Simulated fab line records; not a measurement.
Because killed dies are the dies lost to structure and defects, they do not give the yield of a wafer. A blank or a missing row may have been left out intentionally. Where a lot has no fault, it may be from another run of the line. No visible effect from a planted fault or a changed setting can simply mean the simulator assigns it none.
The tool behind it: which one? || flow rit cmos || Sampling: 7 lots, 21 wafers, 2 of 202 route steps

== WHAT THE GAUGES SHOWED, per wafer ==
RIT_SPACER_THK_MEAS_04.
{"lot": "L994", "measured": "day 3 15:43", "on": "film metro-04", "SPACER_NITRIDE_THK (nm)": "251.7 251.3 247.8"}
{"lot": "L996", "measured": "day 4 04:05", "on": "film metro-03", "SPACER_NITRIDE_THK (nm)": "246.9 248.1 248.7"}
{"lot": "L998", "measured": "day 4 08:30", "on": "film metro-01", "SPACER_NITRIDE_THK (nm)": "251.5 250.6 250.5"}
{"lot": "L102", "measured": "day 5 08:23", "on": "film metro-01", "SPACER_NITRIDE_THK (nm)": "246.7 246.5 247.3"}
{"lot": "L105", "measured": "day 5 21:36", "on": "film metro-04", "SPACER_NITRIDE_THK (nm)": "246.8 250.4 247.1"}
{"lot": "L110", "measured": "day 7 00:56", "on": "film metro-01", "SPACER_NITRIDE_THK (nm)": "249.2 250.9 249.6"}
{"lot": "L115", "measured": "day 7 23:01", "on": "film metro-01", "SPACER_NITRIDE_THK (nm)": "251.2 252.6 249.8"}

== TOOL THAT RAN EACH LOT (tool first, then ch and the chambers of the sampled wafers, then the start) ==
{"lot": "L994", "RIT_SPACER_CVD_03": "lpcvd-01 ch 0, day 3 13:47"}
{"lot": "L996", "RIT_SPACER_CVD_03": "lpcvd-01 ch 0, day 4 02:10"}
{"lot": "L998", "RIT_SPACER_CVD_03": "lpcvd-01 ch 0, day 4 06:34"}
{"lot": "L102", "RIT_SPACER_CVD_03": "lpcvd-01 ch 0, day 5 06:28"}
{"lot": "L105", "RIT_SPACER_CVD_03": "lpcvd-02 ch 0, day 5 19:40"}
{"lot": "L110", "RIT_SPACER_CVD_03": "lpcvd-01 ch 0, day 6 23:01"}
{"lot": "L115", "RIT_SPACER_CVD_03": "lpcvd-01 ch 0, day 7 21:06"}
- RIT_SPACER_CVD_03: deposits Si3N4 from SiH2Cl2/NH3, target thk 250 nm, time 3300 s.

== THE ANSWER, worked out from the rows above alone ==
Rule: usual is defined by the lots themselves. The widest of any qualifying gaps counts: lots, ordered by their means at a reading, are off when they make up no more than a third of the lots, leave a main group of 4 or more, and stand apart from it by 3 or more times the standard deviation of that group's means. Not used: any main group whose means are identical at the precision the tables above print for the reading. Also off: a lot with no number at a reading for which 4 or more lots have one. The other lots that the step has rows for count as sound.
None of the lots is off at any reading shown; this tells nothing.

== WHAT THE SIMULATOR HAD PUT IN ==
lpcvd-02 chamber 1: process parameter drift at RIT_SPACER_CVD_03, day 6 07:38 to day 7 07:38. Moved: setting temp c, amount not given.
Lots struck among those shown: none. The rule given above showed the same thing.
